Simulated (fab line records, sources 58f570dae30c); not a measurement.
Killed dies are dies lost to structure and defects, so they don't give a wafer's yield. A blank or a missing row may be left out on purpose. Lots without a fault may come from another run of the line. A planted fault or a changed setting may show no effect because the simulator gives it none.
Problem report in the 8D (eight disciplines) form, filled by code | flow berkeley_cmos170 | the parts of the form that need people (team, actions taken, sign-off) are left out

1. THE PROBLEM
M1_AL_RS at UCB170_M1_RS_MEAS_01 reads a mean of 0.0521 ohm/sq on 1 wafer of 1 lot; wafers without a fault read 0.0485 ohm/sq with a standard deviation of 0.00048. That is +7.5 standard deviations from the usual mean.
The step: measures by four-point-probe.
First seen on wafer L984.3, day 11 12:41, on film_metro-03. The record holds 39 wafers of 13 lots with a number at this step. Rule for "out", or "out of limits": more than 4 standard deviations from the usual mean. The other wafers with a number count as sound.

2. WHAT IT IS AND WHAT IT IS NOT
question                    | is                | is not
which readings at this step | M1_AL_RS          | -
which lots                  | L984              | L966, L967, L969, L972, L973, L975, L977, L978, L979, L986, L987, L989
which wafers of those lots  | L984.3            | L984.1, L984.2
read on which gauges        | film_metro-03     | film_metro-01, film_metro-02
when                        | from day 11 12:41 | up to then (29 sound wafers); but 9 sound wafers of L986, L987, L989 came after

3. SUSPECTS, AND WHAT RULES EACH OUT
Counting: a tool at a process step up to the reading stays a suspect if it ran every lot that is out. Sound lots after the first of them don't rule it out here, since some wafers of a struck lot are sound.
- the gauge at UCB170_M1_RS_MEAS_01: kept. All the wafers that are out were read on film_metro-03, and no step on other tools shows them out.
- rie_diel-01 at UCB170_ZERO_ETCH_06 (etches SiO2 in CHF3/CF4/Ar, time 12 s): kept. It ran the lot that is out, L984 (day 5 11:28); its last sound lot up to then is L977 (day 4 03:59).
- pvd_sputter-04 at UCB170_M1_SPUTTER_00 (material Al, target thk 600 nm, time 80 s): kept. It ran the lot that is out, L984 (day 11 12:38); its last sound lot up to then is L978 (day 10 14:46).
- Within rie_diel-01 at UCB170_ZERO_ETCH_06: the wafers that are out ran in chamber 1; their sound lot-mates ran in chambers 0, 2.
Left after counting: rie_diel-01 at UCB170_ZERO_ETCH_06, pvd_sputter-04 at UCB170_M1_SPUTTER_00, film_metro-03 at UCB170_M1_RS_MEAS_01.

4. THE CAUSE (what the simulator had put in)
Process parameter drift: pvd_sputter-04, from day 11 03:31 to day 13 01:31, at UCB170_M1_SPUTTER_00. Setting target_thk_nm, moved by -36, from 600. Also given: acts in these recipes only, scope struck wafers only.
Counting left 3 suspects, and this tool is among them.

5. THE CHAIN OF EFFECTS, in route order
Each row: a reading whose mean over the struck wafers that have a number lies more than 3 standard deviations from the usual. Only readings for which the record gives a usual standard deviation are gone through. hours: the time from each lot's start at the first step in this table that gives one to its start at this step, as a median over the lots. sigmas: the change in usual standard deviations.
hours | step                  | reading   | usual         | on struck wafers | change  | sigmas
0     | UCB170_M1_RS_MEAS_01  | M1_AL_RS  | 0.0485 ohm/sq | 0.0521           | +0.0036 | +7.5
2     | UCB170_M1_THK_MEAS_02 | M1_AL_THK | 603 nm        | 562              | -41     | -6.8
Later measuring or inspecting steps at which every struck wafer that the step has a row for has a number for every such reading, and none has moved that far: UCB170_M3_RS_MEAS_02, UCB170_M3_CD_MEAS_15.

6. WHAT WOULD HAVE CAUGHT IT SOONER
In this record the first reading out of limits at a measuring or inspecting step was taken at day 11 12:41, 9 hours after the fault began at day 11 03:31.
Of the tool readings at UCB170_M1_SPUTTER_00 for which the record gives a usual standard deviation, none was out on any struck wafer, so an alarm limit of 4 standard deviations on them would not have fired.
All the lots that are out (1) had begun UCB170_M1_SPUTTER_00 on pvd_sputter-04 by day 11 12:41. A hold on the tool at that time would have spared none of them.
